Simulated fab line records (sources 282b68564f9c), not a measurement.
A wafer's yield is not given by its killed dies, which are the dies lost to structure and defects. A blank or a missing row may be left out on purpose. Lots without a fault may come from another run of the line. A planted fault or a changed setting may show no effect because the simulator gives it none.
fab line records	flow rit-cmos	part 1 of 2: steps 1 to 36 of 50
record lots=5	wafers=15	last-day=7
route steps=202 shown NLDD@104 PLDD@114 SPACER@125 NSD@131 PSD@142 SDANNEAL@153
lots that met no fault: from a run of the same line without faults
start-h: start of the lot's first displayed wafer, in hours after the record's first day	wait-h: hours from the lot's prior step to this one	" as in the row above	L1.1+2: a row that stands for several wafers	- no value, or no start given	* or withheld: withheld	< > ~ a bound
route shown NAME@n: names a module that has steps shown in the file, with the first one's number in the route	usual: mean/standard deviation of fault-free wafers	same: alike in all rows	chamber/n: place in a boat	sites: readings site by site	_std_site: standard deviation of those values	_edge_site: outer sites' mean less inner sites'	radius-mm: for every site, how far away it sits from the centre of the wafer	mask NAME#n: copy n	behind: the last tool/chamber to shape the wafer	hold: what put the lot on hold/how long, in hours/how the hold closed	device: whichever transistor did not switch (one of n, p or np)	end of line: the same wafers' tests at the end of the route	where a step has no rows: the recipe by itself	killed: dies that structure and defects cost at the first sort, which is not the same as the wafer's yield	map: shows each die of a wafer: x if killed, . if not, _ if none is there
set.NAME: the run value of the setting; set.NAME@STEP: its run value at that earlier step	model.NAME: the simulator's own value behind a step, which no gauge read
lots at selected steps of the route; one table per step, one row per wafer
services: from which hour (start-h, from the record's first day; less than 0 if before it) a tool's chamber was out of use, for how many hours, and why
## steps
# step RIT_NLDD_COAT_01
# recipe resist=NOVOLAK	spin-rpm=3250	resist-thk-nm=1000
lot.wafer	tool	chamber	start-h	wait-h
L074.3+4+6	litho-track-01	0	40.67	0.1
L083.1+2+6	litho-track-01	0	85.39	0.1
L087.1+2+3	litho-track-02	0	105.35	0.1
L092.1+2+4	litho-track-01	0	131.08	0.1
L095.2+4+5	litho-track-02	0	145.82	0.1
# step RIT_NLDD_SOFTBAKE_02
# recipe resist=NOVOLAK	temp-c=90	time-s=60
lot.wafer	tool	chamber	start-h	wait-h
L074.3+4+6	litho-track-01	0	40.82	0.1
L083.1+2+6	litho-track-01	0	85.54	0.1
L087.1+2+3	litho-track-02	0	105.50	0.1
L092.1+2+4	litho-track-01	0	131.23	0.1
L095.2+4+5	litho-track-02	0	145.97	0.1
# step RIT_NLDD_EXPOSE_03
# recipe mask-id=M7	na=0.57	target-cd-nm=40700	dose-mj=250
# same na=0.57
lot.wafer	tool	chamber	start-h	wait-h	mask
L074.3+4+6	iline-stepper-01	0	41.09	0.2	M7#0
L083.1+2+6	iline-stepper-02	0	85.69	0.1	M7#0
L087.1+2+3	iline-stepper-01	0	105.65	0.1	M7#0
L092.1+2+4	iline-stepper-02	0	131.50	0.2	M7#0
L095.2+4+5	iline-stepper-01	0	146.24	0.2	M7#0
# step RIT_NLDD_PEB_04
# recipe resist=NOVOLAK	temp-c=withheld	time-s=withheld
lot.wafer	tool	chamber	start-h	wait-h
L074.3+4+6	litho-track-01	0	41.21	0.1
L083.1+2+6	litho-track-04	0	85.81	0.1
L087.1+2+3	litho-track-02	0	105.76	0.1
L092.1+2+4	litho-track-04	0	131.62	0.1
L095.2+4+5	litho-track-02	0	146.36	0.1
# step RIT_NLDD_DEVELOP_05
# recipe resist=NOVOLAK	develop-time-s=50	dev-temp-c=23
lot.wafer	tool	chamber	start-h	wait-h
L074.3+4+6	litho-track-01	0	-	-
L083.1+2+6	litho-track-04	0	-	-
L087.1+2+3	litho-track-02	0	-	-
L092.1+2+4	litho-track-04	0	-	-
L095.2+4+5	litho-track-02	0	-	-
# step RIT_NLDD_OVL_MEAS_06
# usual NLDD_OVL=0.2/1.1
lot.wafer	tool	chamber	start-h	wait-h	NLDD_OVL[nm]
L074.3	overlay-02	-	41.46	-	1.3
L074.4	"	-	"	"	-0.9
L074.6	"	-	"	"	0.8
L083.1	overlay-01	-	86.09	-	1.3
L083.2	"	-	"	"	0.2
L083.6	"	-	"	"	1.8
L087.1	overlay-01	-	106.05	-	-0.4
L087.2	"	-	"	"	0.1
L087.3	"	-	"	"	0.3
L092.1	overlay-02	-	131.90	-	0.1
L092.2	"	-	"	"	1.5
L092.4	"	-	"	"	0.1
L095.2	overlay-01	-	146.62	-	0.1
L095.4	"	-	"	"	-0.5
L095.5	"	-	"	"	1.6
# step RIT_NLDD_HARDBAKE_07
# recipe resist=NOVOLAK	temp-c=140	time-s=60
lot.wafer	tool	chamber	start-h	wait-h
L074.3+4+6	litho-track-02	0	41.67	0.2
L083.1+2+6	litho-track-01	0	86.14	0.0
L087.1+2+3	litho-track-01	0	106.08	0.0
L092.1+2+4	litho-track-01	0	131.94	0.0
L095.2+4+5	litho-track-04	0	146.68	0.0
# step RIT_NLDD_IMPLANT_08
# recipe species=P	energy-kev=20	dose-cm2=5e+14	tilt-deg=7
lot.wafer	tool	chamber	start-h	wait-h
L074.3+4+6	implanter-03	0	41.82	0.1
L083.1+2+6	implanter-02	0	86.29	0.1
L087.1+2+3	implanter-01	0	106.23	0.1
L092.1+2+4	implanter-02	0	132.09	0.1
L095.2+4+5	implanter-03	0	146.83	0.1
# step RIT_NLDD_STRIP_09
# recipe chemistry=O2	time-s=180	resist=NOVOLAK	platen-temp-c=withheld	power-w=500	pressure-mtorr=4000	o2-flow-sccm=4000
# usual drypump-motor-current-A=5.6/0.49	rf-refl-power-W=5.7/0.68
lot.wafer	tool	chamber	start-h	wait-h	drypump-motor-current-A	rf-hours-counter-h	rf-refl-power-W
L074.3	plasma-asher-03	0	41.98	0.1	6.7	-	5.5
L074.4	"	1	"	"	5.7	-	4.4
L074.6	"	1	"	"	5.7	-	4.2
L083.1	plasma-asher-03	1	86.44	0.1	5.7	47	4.2
L083.2	"	0	"	"	6.7	47	5.4
L083.6	"	1	"	"	5.7	-	4.3
L087.1	plasma-asher-04	0	106.38	0.1	5.9	48	6.1
L087.2	"	1	"	"	5.7	48	6.4
L087.3	"	0	"	"	5.9	-	6.1
L092.1	plasma-asher-04	0	132.24	0.1	5.9	1	6.0
L092.2	"	1	"	"	5.7	1	6.5
L092.4	"	0	"	"	5.9	-	6.2
L095.2	plasma-asher-01	0	146.95	0.1	5.2	28	5.9
L095.4	"	0	"	"	5.2	-	6.0
L095.5	"	0	"	"	5.2	-	5.9
# step RIT_NLDD_TW_MEAS_10
# usual NLDD_TW=2491/21
lot.wafer	tool	chamber	start-h	wait-h	NLDD_TW
L074.3	film-metro-01	-	42.11	0.1	2503
L074.4	"	-	"	"	2491
L074.6	"	-	"	"	2501
L083.1	film-metro-01	-	86.62	0.1	2498
L083.2	"	-	"	"	2501
L083.6	"	-	"	"	2493
L087.1	film-metro-04	-	106.56	0.1	2461
L087.2	"	-	"	"	2470
L087.3	"	-	"	"	2466
L092.1	film-metro-03	-	132.41	0.1	2495
L092.2	"	-	"	"	2516
L092.4	"	-	"	"	2498
L095.2	film-metro-03	-	147.14	0.1	2496
L095.4	"	-	"	"	2493
L095.5	"	-	"	"	2495
# step RIT_PLDD_HMDS_00
# recipe prime-time-s=60	prime-temp-c=140
lot.wafer	tool	chamber	start-h	wait-h
L074.3+4+6	litho-track-01	0	42.20	0.1
L083.1+2+6	litho-track-03	0	86.68	0.1
L087.1+2+3	litho-track-04	0	106.62	0.1
L092.1+2+4	litho-track-04	0	132.47	0.1
L095.2+4+5	litho-track-01	0	147.21	0.1
# step RIT_PLDD_COAT_01
# recipe resist=NOVOLAK	spin-rpm=3250	resist-thk-nm=1000
lot.wafer	tool	chamber	start-h	wait-h
L074.3+4+6	litho-track-01	0	42.35	0.1
L083.1+2+6	litho-track-03	0	86.83	0.1
L087.1+2+3	litho-track-04	0	106.77	0.1
L092.1+2+4	litho-track-04	0	132.62	0.1
L095.2+4+5	litho-track-01	0	147.36	0.1
# step RIT_PLDD_SOFTBAKE_02
# recipe resist=NOVOLAK	temp-c=90	time-s=60
lot.wafer	tool	chamber	start-h	wait-h
L074.3+4+6	litho-track-01	0	42.50	0.1
L083.1+2+6	litho-track-03	0	86.98	0.1
L087.1+2+3	litho-track-04	0	106.92	0.1
L092.1+2+4	litho-track-04	0	132.77	0.1
L095.2+4+5	litho-track-01	0	147.51	0.1
# step RIT_PLDD_EXPOSE_03
# recipe mask-id=M8	na=0.57	target-cd-nm=40900	dose-mj=250
# same na=0.57
lot.wafer	tool	chamber	start-h	wait-h	mask
L074.3+4+6	iline-stepper-01	0	42.77	0.2	M8#0
L083.1+2+6	iline-stepper-02	0	87.13	0.1	M8#0
L087.1+2+3	iline-stepper-01	0	107.19	0.2	M8#0
L092.1+2+4	iline-stepper-02	0	132.92	0.1	M8#0
L095.2+4+5	iline-stepper-01	0	147.78	0.2	M8#0
# step RIT_PLDD_PEB_04
# recipe resist=NOVOLAK	temp-c=withheld	time-s=withheld
lot.wafer	tool	chamber	start-h	wait-h
L074.3+4+6	litho-track-01	0	42.90	0.1
L083.1+2+6	litho-track-01	0	87.24	0.1
L087.1+2+3	litho-track-03	0	107.31	0.1
L092.1+2+4	litho-track-03	0	133.04	0.1
L095.2+4+5	litho-track-03	0	147.90	0.1
# step RIT_PLDD_DEVELOP_05
# recipe resist=NOVOLAK	develop-time-s=50	dev-temp-c=23
lot.wafer	tool	chamber	start-h	wait-h
L074.3+4+6	litho-track-01	0	-	-
L083.1+2+6	litho-track-01	0	-	-
L087.1+2+3	litho-track-03	0	-	-
L092.1+2+4	litho-track-03	0	-	-
L095.2+4+5	litho-track-03	0	-	-
# step RIT_PLDD_OVL_MEAS_06
# usual PLDD_OVL=0.0/1.1
lot.wafer	tool	chamber	start-h	wait-h	PLDD_OVL[nm]
L074.3	overlay-02	-	43.14	-	0.4
L074.4	"	-	"	"	-0.9
L074.6	"	-	"	"	0.6
L083.1	overlay-01	-	87.53	-	-1.3
L083.2	"	-	"	"	0.6
L083.6	"	-	"	"	1.4
L087.1	overlay-01	-	107.59	-	-2.9
L087.2	"	-	"	"	-1.5
L087.3	"	-	"	"	-2.1
L092.1	overlay-02	-	133.32	-	0.2
L092.2	"	-	"	"	-0.7
L092.4	"	-	"	"	-0.2
L095.2	overlay-01	-	148.17	-	0.0
L095.4	"	-	"	"	-0.1
L095.5	"	-	"	"	0.9
# step RIT_PLDD_HARDBAKE_07
# recipe resist=NOVOLAK	temp-c=140	time-s=60
lot.wafer	tool	chamber	start-h	wait-h
L074.3+4+6	litho-track-01	0	43.22	0.1
L083.1+2+6	litho-track-01	0	87.56	0.0
L087.1+2+3	litho-track-01	0	107.63	0.0
L092.1+2+4	litho-track-04	0	133.36	0.0
L095.2+4+5	litho-track-03	0	148.22	0.0
# step RIT_PLDD_IMPLANT_08
# recipe species=BF2	energy-kev=20	dose-cm2=9e+14	tilt-deg=7
lot.wafer	tool	chamber	start-h	wait-h
L074.3+4+6	implanter-03	0	43.37	0.1
L083.1+2+6	implanter-03	0	87.71	0.1
L087.1+2+3	implanter-04	0	107.78	0.1
L092.1+2+4	implanter-03	0	133.51	0.1
L095.2+4+5	implanter-02	0	148.37	0.1
# step RIT_PLDD_STRIP_09
# recipe chemistry=O2	time-s=180	resist=NOVOLAK	platen-temp-c=withheld	power-w=500	pressure-mtorr=4000	o2-flow-sccm=4000
# usual drypump-motor-current-A=5.6/0.36	rf-refl-power-W=6.5/0.94
lot.wafer	tool	chamber	start-h	wait-h	drypump-motor-current-A	rf-hours-counter-h	rf-refl-power-W
L074.3	plasma-asher-04	0	43.52	0.1	5.9	-	6.1
L074.4	"	1	"	"	5.7	-	6.3
L074.6	"	1	"	"	5.7	-	6.4
L083.1	plasma-asher-04	1	87.86	0.1	5.7	46	6.4
L083.2	"	0	"	"	5.9	46	6.1
L083.6	"	0	"	"	5.9	-	5.9
L087.1	plasma-asher-01	0	107.93	0.1	5.2	23	6.1
L087.2	"	1	"	"	5.1	23	6.1
L087.3	"	1	"	"	5.2	-	6.0
L092.1	plasma-asher-04	0	133.66	0.1	5.8	2	6.0
L092.2	"	1	"	"	5.7	2	6.7
L092.4	"	1	"	"	5.7	-	6.6
L095.2	plasma-asher-01	1	148.50	0.1	5.2	28	5.6
L095.4	"	1	"	"	5.2	-	6.1
L095.5	"	0	"	"	5.2	-	5.8
# step RIT_PLDD_TW_MEAS_10
# usual PLDD_TW=2345/23
lot.wafer	tool	chamber	start-h	wait-h	PLDD_TW
L074.3	film-metro-01	-	43.66	0.1	2358
L074.4	"	-	"	"	2365
L074.6	"	-	"	"	2352
L083.1	film-metro-03	-	88.04	0.1	2362
L083.2	"	-	"	"	2376
L083.6	"	-	"	"	2369
L087.1	film-metro-04	-	108.10	0.1	2323
L087.2	"	-	"	"	2310
L087.3	"	-	"	"	2311
L092.1	film-metro-04	-	133.84	0.1	2311
L092.2	"	-	"	"	2327
L092.4	"	-	"	"	2330
L095.2	film-metro-03	-	148.68	0.1	2347
L095.4	"	-	"	"	2359
L095.5	"	-	"	"	2374
# step RIT_SPACER_CLEAN_00
# recipe chemistry=SC1	mix=3:3:50	time-s=600	temp-c=75
# usual bath-heat-duty-pct=15.4/1.3
lot.wafer	tool	chamber	start-h	wait-h	bath-heat-duty-pct
L074.3	wet-bench-03	1	43.70	0.0	15.4
L074.4	"	1	"	"	16.3
L074.6	"	1	"	"	14.7
L083.1	wet-bench-04	0	88.10	0.1	13.5
L083.2	"	0	"	"	14.2
L083.6	"	0	"	"	14.3
L087.1	wet-bench-04	0	108.16	0.1	14.3
L087.2	"	0	"	"	13.5
L087.3	"	0	"	"	15.1
L092.1	wet-bench-03	0	133.90	0.1	15.7
L092.2	"	0	"	"	14.5
L092.4	"	0	"	"	14.1
L095.2	wet-bench-04	2	148.73	0.0	14.1
L095.4	"	2	"	"	16.0
L095.5	"	2	"	"	14.9
# step RIT_SPACER_CLEAN_01
# recipe chemistry=dHF	dilution=50:1	time-s=30
lot.wafer	tool	chamber	start-h	wait-h
L074.3+4+6	wet-bench-04	1	43.88	0.0
L083.1+2+6	wet-bench-03	1	88.27	0.0
L087.1+2+3	wet-bench-02	0	108.35	0.0
L092.1+2+4	wet-bench-04	0	134.07	0.0
L095.2+4+5	wet-bench-02	0	148.91	0.0
# step RIT_SPACER_CLEAN_02
# recipe chemistry=SC2	mix=3:3:50	time-s=600	temp-c=75	dry=n2-spin
# usual bath-heat-duty-pct=15.9/1.3
lot.wafer	tool	chamber	start-h	wait-h	bath-heat-duty-pct
L074.3	wet-bench-03	1	43.89	0.0	16.5
L074.4	"	1	"	"	15.6
L074.6	"	1	"	"	15.2
L083.1	wet-bench-02	0	88.29	0.0	18.1
L083.2	"	0	"	"	17.9
L083.6	"	0	"	"	20.8
L087.1	wet-bench-03	2	108.37	0.0	17.3
L087.2	"	2	"	"	16.2
L087.3	"	2	"	"	16.8
L092.1	wet-bench-03	0	134.09	0.0	16.4
L092.2	"	0	"	"	15.3
L092.4	"	0	"	"	16.0
L095.2	wet-bench-03	3	148.94	0.0	14.4
L095.4	"	3	"	"	14.2
L095.5	"	3	"	"	14.0
# step RIT_SPACER_CVD_03
# recipe material=Si3N4	target-thk-nm=250	temp-c=810	precursor=SiH2Cl2/NH3	time-s=3300	pressure-mtorr=300	sih2cl2-flow-sccm=60	nh3-flow-sccm=150
# usual sih2cl2-flow-sccm=60.02/0.16	zone-power-centre-pct=35.1/1	zone-power-source-pct=20.9/0.93
lot.wafer	tool	chamber	start-h	wait-h	sih2cl2-flow-sccm	zone-power-centre-pct	zone-power-source-pct
L074.3	lpcvd-02	0	44.07	0.0	59.60	35.6	21.6
L074.4	"	0	"	"	59.88	35.2	21.7
L074.6	"	0	"	"	59.87	34.9	20.7
L083.1	lpcvd-02	0	88.53	0.1	59.97	35.6	21.2
L083.2	"	0	"	"	60.00	34.6	21.3
L083.6	"	0	"	"	60.07	35.9	21.9
L087.1	lpcvd-02	0	108.54	0.0	60.07	35.1	21.4
L087.2	"	0	"	"	59.91	35.7	21.3
L087.3	"	0	"	"	59.82	35.4	21.3
L092.1	lpcvd-01	1	134.26	0.0	60.02	34.0	20.6
L092.2	"	1	"	"	60.10	35.0	20.5
L092.4	"	1	"	"	59.87	34.1	20.4
L095.2	lpcvd-01	0	149.13	0.0	60.21	34.2	22.6
L095.4	"	0	"	"	60.08	34.0	22.2
L095.5	"	0	"	"	59.94	34.1	22.4
# step RIT_SPACER_THK_MEAS_04
# recipe reads=Si3N4_of_SPACER_CVD_03
# usual SPACER_NITRIDE_THK=251.3/2.3
lot.wafer	tool	chamber	start-h	wait-h	SPACER_NITRIDE_THK[nm]
L074.3	film-metro-01	-	46.00	0.0	251.5
L074.4	"	-	"	"	249.4
L074.6	"	-	"	"	250.1
L083.1	film-metro-01	-	90.45	0.0	252.4
L083.2	"	-	"	"	250.6
L083.6	"	-	"	"	248.1
L087.1	film-metro-02	-	110.46	0.0	253.9
L087.2	"	-	"	"	250.5
L087.3	"	-	"	"	251.2
L092.1	film-metro-01	-	136.18	0.0	251.4
L092.2	"	-	"	"	250.2
L092.4	"	-	"	"	250.4
L095.2	film-metro-04	-	151.06	0.0	253.3
L095.4	"	-	"	"	254.4
L095.5	"	-	"	"	253.9
# step RIT_SPACER_ETCHBACK_05
# recipe target-depth-a=2500	SF6_flow_sccm=30	CHF3_flow_sccm=30	target=Si3N4	chemistry=SF6/CHF3	pressure-mtorr=40	rf-w=250	time-s=240	stop-on=SiO2
# usual drypump-motor-current-A=5.7/0.46	oes-product-au=0.843/0.012	throttle-valve-pct=10.24/0.15
lot.wafer	tool	chamber	start-h	wait-h	drypump-motor-current-A	oes-product-au	rf-hours-counter-h	throttle-valve-pct
L074.3	rie-diel-01	2	46.04	0.0	5.7	0.851	23	10.13
L074.4	"	0	"	"	5.5	0.808	114	10.44
L074.6	"	1	"	"	6.4	0.822	-	10.38
L083.1	rie-diel-02	2	90.51	0.1	5.8	0.854	58	10.24
L083.2	"	0	"	"	5.4	0.846	93	9.98
L083.6	"	0	"	"	5.4	0.838	-	9.97
L087.1	rie-diel-04	0	110.52	0.1	6.0	0.863	66	10.38
L087.2	"	2	"	"	6.8	0.844	12	10.31
L087.3	"	1	"	"	4.9	0.842	65	10.31
L092.1	rie-diel-02	2	136.24	0.1	5.8	0.851	59	10.21
L092.2	"	0	"	"	5.4	0.844	94	9.97
L092.4	"	0	"	"	5.4	0.833	-	9.98
L095.2	rie-diel-02	2	151.11	0.0	5.8	0.850	59	10.23
L095.4	"	0	"	"	5.4	0.858	95	9.98
L095.5	"	0	"	"	5.4	0.846	-	9.96
# step RIT_NSD_HMDS_00
# recipe prime-time-s=60	prime-temp-c=140
lot.wafer	tool	chamber	start-h	wait-h
L074.3+4+6	litho-track-03	0	46.24	0.1
L083.1+2+6	litho-track-03	0	90.66	0.1
L087.1+2+3	litho-track-03	0	110.67	0.1
L092.1+2+4	litho-track-03	0	136.39	0.1
L095.2+4+5	litho-track-02	0	151.28	0.1
# step RIT_NSD_COAT_01
# recipe resist=NOVOLAK	spin-rpm=3250	resist-thk-nm=1000
lot.wafer	tool	chamber	start-h	wait-h
L074.3+4+6	litho-track-03	0	46.39	0.1
L083.1+2+6	litho-track-03	0	90.81	0.1
L087.1+2+3	litho-track-03	0	110.82	0.1
L092.1+2+4	litho-track-03	0	136.54	0.1
L095.2+4+5	litho-track-02	0	151.43	0.1
# step RIT_NSD_SOFTBAKE_02
# recipe resist=NOVOLAK	temp-c=90	time-s=60
lot.wafer	tool	chamber	start-h	wait-h
L074.3+4+6	litho-track-03	0	46.54	0.1
L083.1+2+6	litho-track-03	0	90.96	0.1
L087.1+2+3	litho-track-03	0	110.97	0.1
L092.1+2+4	litho-track-03	0	136.69	0.1
L095.2+4+5	litho-track-02	0	151.58	0.1
# step RIT_NSD_EXPOSE_03
# recipe mask-id=M9	na=0.57	target-cd-nm=40700	dose-mj=250
# same na=0.57
lot.wafer	tool	chamber	start-h	wait-h	mask
L074.3+4+6	iline-stepper-02	0	46.68	0.1	M9#0
L083.1+2+6	iline-stepper-01	0	91.11	0.1	M9#0
L087.1+2+3	iline-stepper-01	0	111.12	0.1	M9#0
L092.1+2+4	iline-stepper-02	0	136.96	0.2	M9#0
L095.2+4+5	iline-stepper-02	0	151.85	0.2	M9#0
# step RIT_NSD_PEB_04
# recipe resist=NOVOLAK	temp-c=withheld	time-s=withheld
lot.wafer	tool	chamber	start-h	wait-h
L074.3+4+6	litho-track-03	0	46.81	0.1
L083.1+2+6	litho-track-03	0	91.22	0.1
L087.1+2+3	litho-track-03	0	111.24	0.1
L092.1+2+4	litho-track-03	0	137.08	0.1
L095.2+4+5	litho-track-03	0	151.98	0.1
# step RIT_NSD_DEVELOP_05
# recipe resist=NOVOLAK	develop-time-s=50	dev-temp-c=23
lot.wafer	tool	chamber	start-h	wait-h
L074.3+4+6	litho-track-03	0	-	-
L083.1+2+6	litho-track-03	0	-	-
L087.1+2+3	litho-track-03	0	-	-
L092.1+2+4	litho-track-03	0	-	-
L095.2+4+5	litho-track-03	0	-	-
# step RIT_NSD_OVL_MEAS_06
# usual NSD_OVL=0.0/1.4
lot.wafer	tool	chamber	start-h	wait-h	NSD_OVL[nm]
L074.3	overlay-02	-	47.06	-	-2.0
L074.4	"	-	"	"	-1.9
L074.6	"	-	"	"	-1.5
L083.1	overlay-02	-	91.51	-	2.1
L083.2	"	-	"	"	0.2
L083.6	"	-	"	"	2.4
L087.1	overlay-02	-	111.52	-	0.1
L087.2	"	-	"	"	-1.8
L087.3	"	-	"	"	-1.1
L092.1	overlay-01	-	137.36	-	1.0
L092.2	"	-	"	"	-0.8
L092.4	"	-	"	"	-1.5
L095.2	overlay-02	-	152.24	-	-0.6
L095.4	"	-	"	"	-0.9
L095.5	"	-	"	"	1.2
# step RIT_NSD_HARDBAKE_07
# recipe resist=NOVOLAK	temp-c=140	time-s=60
lot.wafer	tool	chamber	start-h	wait-h
L074.3+4+6	litho-track-04	0	47.13	0.1
L083.1+2+6	litho-track-02	0	91.54	0.0
L087.1+2+3	litho-track-03	0	111.56	0.0
L092.1+2+4	litho-track-04	0	137.40	0.0
L095.2+4+5	litho-track-02	0	152.29	0.0
# step RIT_NSD_IMPLANT_08
# recipe species=P	energy-kev=25	dose-cm2=1e+15	tilt-deg=7
lot.wafer	tool	chamber	start-h	wait-h
L074.3+4+6	implanter-02	0	47.28	0.1
L083.1+2+6	implanter-04	0	91.69	0.1
L087.1+2+3	implanter-02	0	111.71	0.1
L092.1+2+4	implanter-01	0	137.55	0.1
L095.2+4+5	implanter-01	0	152.44	0.1
